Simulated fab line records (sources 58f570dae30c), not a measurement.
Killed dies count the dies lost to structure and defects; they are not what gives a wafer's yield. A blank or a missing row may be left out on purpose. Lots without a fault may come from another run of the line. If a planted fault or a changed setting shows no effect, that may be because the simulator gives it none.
What tool caused it? | flow berkeley_cmos170 | 14 lots with 42 wafers sampled at 6 steps, on a route of 331 steps

WHAT EACH GAUGE READ, for each wafer
UCB170_V1_BOW_MEAS_03.
lot  | measured     | on            | V1_BOW (um)
L289 | day 8 18:34  | film_metro-04 | 15 18 15
L292 | day 9 14:22  | film_metro-03 | 35 20 19
L291 | day 9 19:27  | film_metro-03 | 18 19 19
L294 | day 9 19:45  | film_metro-01 | 4 14 31
L296 | day 10 08:32 | film_metro-01 | 22 26 19
L299 | day 10 09:54 | film_metro-03 | 7 19 15
L298 | day 10 10:05 | film_metro-03 | 12 7 18
L301 | day 10 20:35 | film_metro-03 | 44 37 43
L300 | day 10 19:22 | film_metro-01 | 40 36 35
L303 | day 11 11:32 | film_metro-04 | 8 18 12
L305 | day 11 14:59 | film_metro-04 | 11 9 31
L306 | day 11 15:17 | film_metro-01 | 15 30 10
L307 | day 12 16:53 | film_metro-01 | 4 15 9
L311 | day 12 22:55 | film_metro-04 | 18 25 7

UCB170_V1_THK_MEAS_04.
lot  | measured     | on            | V1_POLISHED_THK (nm)
L289 | day 8 18:40  | film_metro-04 | 1002.0 1000.7 1002.3
L292 | day 9 14:28  | film_metro-03 | 1001.9 1001.0 1001.0
L291 | day 9 19:34  | film_metro-03 | 1001.0 1000.9 1000.6
L294 | day 9 19:52  | film_metro-01 | 999.7 1001.6 1000.4
L296 | day 10 08:39 | film_metro-01 | 999.0 999.2 1000.7
L299 | day 10 10:00 | film_metro-03 | 998.5 1002.0 1000.3
L298 | day 10 10:11 | film_metro-03 | 998.5 997.2 999.0
L301 | day 10 20:42 | film_metro-03 | 1975.7 1979.1 1994.9
L300 | day 10 19:29 | film_metro-01 | 2008.3 2012.8 2043.4
L303 | day 11 11:40 | film_metro-04 | 1002.1 1001.1 1002.6
L305 | day 11 15:05 | film_metro-04 | 999.5 1000.9 1000.8
L306 | day 11 15:23 | film_metro-01 | 1001.0 1000.7 1000.1
L307 | day 12 17:01 | film_metro-01 | 1000.4 1001.1 1002.1
L311 | day 12 23:02 | film_metro-04 | 1001.7 1001.0 999.1

TOOL THAT RAN EACH LOT (tool first, then ch and the chambers of the sampled wafers, then the start)
lot  | UCB170_SDANNEAL_RTA_01           | UCB170_M1_SPUTTER_00         | UCB170_M1_METAL_ETCH_12           | UCB170_V1_CMP_02
L289 | rtp_anneal-01 ch 0, day 8 06:11  | pvd_sputter-03, day 8 14:27  | rie_metal-03 ch 0,1, day 8 16:21  | cmp-02 ch 1,2,3, day 8 18:22
L292 | rtp_anneal-01 ch 0, day 8 22:37  | pvd_sputter-01, day 9 08:54  | rie_metal-03 ch 0,1, day 9 12:11  | cmp-01 ch 1,2,3, day 9 14:08
L291 | rtp_anneal-01 ch 0, day 8 23:39  | pvd_sputter-01, day 9 09:57  | rie_metal-03 ch 0,1, day 9 15:06  | cmp-02 ch 1,2,3, day 9 19:12
L294 | rtp_anneal-02 ch 0, day 8 23:41  | pvd_sputter-03, day 9 10:11  | rie_metal-04 ch 0,1, day 9 15:13  | cmp-02 ch 1,2,3, day 9 19:27
L296 | rtp_anneal-02 ch 0, day 9 18:34  | pvd_sputter-03, day 10 02:50 | rie_metal-03 ch 0,1, day 10 05:13 | cmp-01 ch 0,1,3, day 10 08:16
L299 | rtp_anneal-02 ch 0, day 9 21:51  | pvd_sputter-03, day 10 05:38 | rie_metal-01 ch 0,1, day 10 07:07 | cmp-01 ch 0,2,3, day 10 09:40
L298 | rtp_anneal-01 ch 0, day 9 22:31  | pvd_sputter-02, day 10 05:53 | rie_metal-04 ch 0,1, day 10 07:20 | cmp-02 ch 0,1,3, day 10 09:43
L301 | rtp_anneal-01 ch 0, day 10 05:56 | pvd_sputter-02, day 10 15:16 | rie_metal-03 ch 0,1, day 10 17:07 | cmp-01 ch 0,2,3, day 10 20:16
L300 | rtp_anneal-02 ch 0, day 10 06:22 | pvd_sputter-03, day 10 15:04 | rie_metal-04 ch 0,1, day 10 17:02 | cmp-02 ch 0,3, day 10 19:04
L303 | rtp_anneal-01 ch 0, day 11 02:05 | pvd_sputter-02, day 11 07:36 | rie_metal-01 ch 0,1, day 11 09:20 | cmp-02 ch 1,2,3, day 11 11:14
L305 | rtp_anneal-02 ch 0, day 11 02:37 | pvd_sputter-02, day 11 09:51 | rie_metal-01 ch 0,1, day 11 11:26 | cmp-02 ch 0,3, day 11 14:41
L306 | rtp_anneal-01 ch 0, day 11 02:53 | pvd_sputter-03, day 11 10:02 | rie_metal-04 ch 0,1, day 11 11:47 | cmp-02 ch 2,3, day 11 14:56
L307 | rtp_anneal-01 ch 0, day 12 04:06 | pvd_sputter-02, day 12 12:07 | rie_metal-03 ch 0,1, day 12 13:29 | cmp-01 ch 0,1,3, day 12 16:41
L311 | rtp_anneal-01 ch 0, day 12 12:28 | pvd_sputter-03, day 12 19:18 | rie_metal-01 ch 0,1, day 12 20:43 | cmp-02 ch 0,1,3, day 12 22:37
- UCB170_SDANNEAL_RTA_01: time 5 s.
- UCB170_M1_SPUTTER_00: material Al, target thk 600 nm, time 80 s.
- UCB170_M1_METAL_ETCH_12: etches Al in Cl2/BCl3, stops on PSG, target depth 780 nm, time 130 s.
- UCB170_V1_CMP_02: polishes SiO2.

WHAT THE TOOLS THEMSELVES READ (means of the sampled wafers that have a number; where no wafer has one, the mark that the record gives instead)
UCB170_SDANNEAL_RTA_01.
lot  | tool          | chamber_o2_ppm | lamp_power_pct (%) | wafer_temp_C_max
L289 | rtp_anneal-01 | 2.005          | 34.2               | 1056.6
L292 | rtp_anneal-01 | 1.999          | 34.2               | 1054.9
L291 | rtp_anneal-01 | 2.011          | 34.2               | 1056.7
L294 | rtp_anneal-02 | 1.991          | 34.9               | 1054.0
L296 | rtp_anneal-02 | 2.023          | 34.9               | 1053.4
L299 | rtp_anneal-02 | 2.012          | 34.9               | 1054.7
L298 | rtp_anneal-01 | 2.024          | 34.1               | 1056.2
L301 | rtp_anneal-01 | 2.003          | 34.2               | 1055.8
L300 | rtp_anneal-02 | 1.996          | 34.9               | 1053.7
L303 | rtp_anneal-01 | 2.028          | 34.2               | 1055.1
L305 | rtp_anneal-02 | 1.974          | 35.0               | 1054.4
L306 | rtp_anneal-01 | 2.000          | 34.2               | 1056.1
L307 | rtp_anneal-01 | 2.015          | 34.1               | 1055.5
L311 | rtp_anneal-01 | 1.983          | 34.1               | 1055.3

UCB170_M1_SPUTTER_00.
lot  | tool           | cathode_dc_power_W (W) | chamber_pressure_pa (Pa) | throttle_valve_pct (%)
L289 | pvd_sputter-03 | 6001.1                 | 0.5006                   | 31.5
L292 | pvd_sputter-01 | 5999.9                 | 0.4997                   | 30.3
L291 | pvd_sputter-01 | 5999.0                 | 0.4991                   | 29.3
L294 | pvd_sputter-03 | 6000.2                 | 0.5001                   | 30.8
L296 | pvd_sputter-03 | 5999.6                 | 0.5004                   | 31.4
L299 | pvd_sputter-03 | 6000.0                 | 0.5000                   | 30.9
L298 | pvd_sputter-02 | 6000.4                 | 0.4997                   | 29.9
L301 | pvd_sputter-02 | 5999.8                 | 0.5001                   | 30.4
L300 | pvd_sputter-03 | 6000.6                 | 0.5000                   | 30.7
L303 | pvd_sputter-02 | 6000.5                 | 0.5003                   | 30.3
L305 | pvd_sputter-02 | 5999.2                 | 0.5000                   | 30.8
L306 | pvd_sputter-03 | 5999.8                 | 0.5005                   | 30.4
L307 | pvd_sputter-02 | 6000.7                 | 0.5002                   | 30.8
L311 | pvd_sputter-03 | 6000.5                 | 0.5008                   | 31.1

UCB170_M1_METAL_ETCH_12.
lot  | tool         | drypump_motor_current_A (A) | oes_product_au (a.u.) | throttle_valve_pct (%)
L289 | rie_metal-03 | 5.3                         | 0.835                 | 24.38
L292 | rie_metal-03 | 5.2                         | 0.840                 | 24.33
L291 | rie_metal-03 | 5.2                         | 0.839                 | 24.32
L294 | rie_metal-04 | 6.1                         | 0.844                 | 24.27
L296 | rie_metal-03 | 5.2                         | 0.841                 | 24.32
L299 | rie_metal-01 | 5.4                         | 0.862                 | 24.40
L298 | rie_metal-04 | 6.2                         | 0.852                 | 24.25
L301 | rie_metal-03 | 5.3                         | 0.837                 | 24.39
L300 | rie_metal-04 | 6.1                         | 0.861                 | 24.19
L303 | rie_metal-01 | 5.5                         | 0.853                 | 24.47
L305 | rie_metal-01 | 5.5                         | 0.856                 | 24.48
L306 | rie_metal-04 | 6.1                         | 0.844                 | 24.28
L307 | rie_metal-03 | 5.2                         | 0.837                 | 24.33
L311 | rie_metal-01 | 5.4                         | 0.867                 | 24.40

UCB170_V1_CMP_02.
lot  | tool   | edge_zone_pressure_frac | head_pressure_psi (psi) | motor_current_A (A)
L289 | cmp-02 | 0.998                   | 6.011                   | 17.1
L292 | cmp-01 | 1.000                   | 6.003                   | 17.2
L291 | cmp-02 | 1.003                   | 5.987                   | 16.7
L294 | cmp-02 | 1.004                   | 6.000                   | 16.8
L296 | cmp-01 | 1.002                   | 6.014                   | 18.1
L299 | cmp-01 | 0.997                   | 6.010                   | 16.8
L298 | cmp-02 | 0.999                   | 5.999                   | 17.1
L301 | cmp-01 | -                       | -                       | -
L300 | cmp-02 | -                       | -                       | -
L303 | cmp-02 | 1.002                   | 6.007                   | 16.4
L305 | cmp-02 | 0.996                   | 5.989                   | 16.3
L306 | cmp-02 | 1.001                   | 5.999                   | 15.9
L307 | cmp-01 | 1.004                   | 6.004                   | 17.2
L311 | cmp-02 | 1.002                   | 6.010                   | 17.1

THE ANSWER, worked out from the rows above alone
Rule: the lots themselves supply what counts as usual. The widest of any qualifying gaps counts: lots, ordered by their means at a reading, are off when they make up no more than a third of the lots, leave a main group of 4 or more, and stand apart from it by 3 or more times the standard deviation of that group's means. A main group whose means are all the same, to the digits that the tables above print for the reading, isn't used. A lot without any number at a reading at which 4 lots or more have one is off too. The other lots that the step has rows for count as sound. After the gauges, taken in route order, come the tools' own readings; for these a lot's mean is taken, as printed above. The first step at which some lot is off is used, and at that step the reading that is off furthest; a lot without a number counts as furthest.
Off: L301, L300, seen at UCB170_V1_BOW_MEAS_03 (V1_BOW). The main group: mean 16 um, standard deviation 4.1.
If a tool, at a process step before that reading, ran all the lots that are off and no sound lot after the first of them, it fits. Not tried: the gauges at UCB170_V1_BOW_MEAS_03; whatever is off there is also off at UCB170_V1_CMP_02, on other tools, and gauge error can't account for it. None of those tried fits.

WHAT THE SIMULATOR HAD PUT IN
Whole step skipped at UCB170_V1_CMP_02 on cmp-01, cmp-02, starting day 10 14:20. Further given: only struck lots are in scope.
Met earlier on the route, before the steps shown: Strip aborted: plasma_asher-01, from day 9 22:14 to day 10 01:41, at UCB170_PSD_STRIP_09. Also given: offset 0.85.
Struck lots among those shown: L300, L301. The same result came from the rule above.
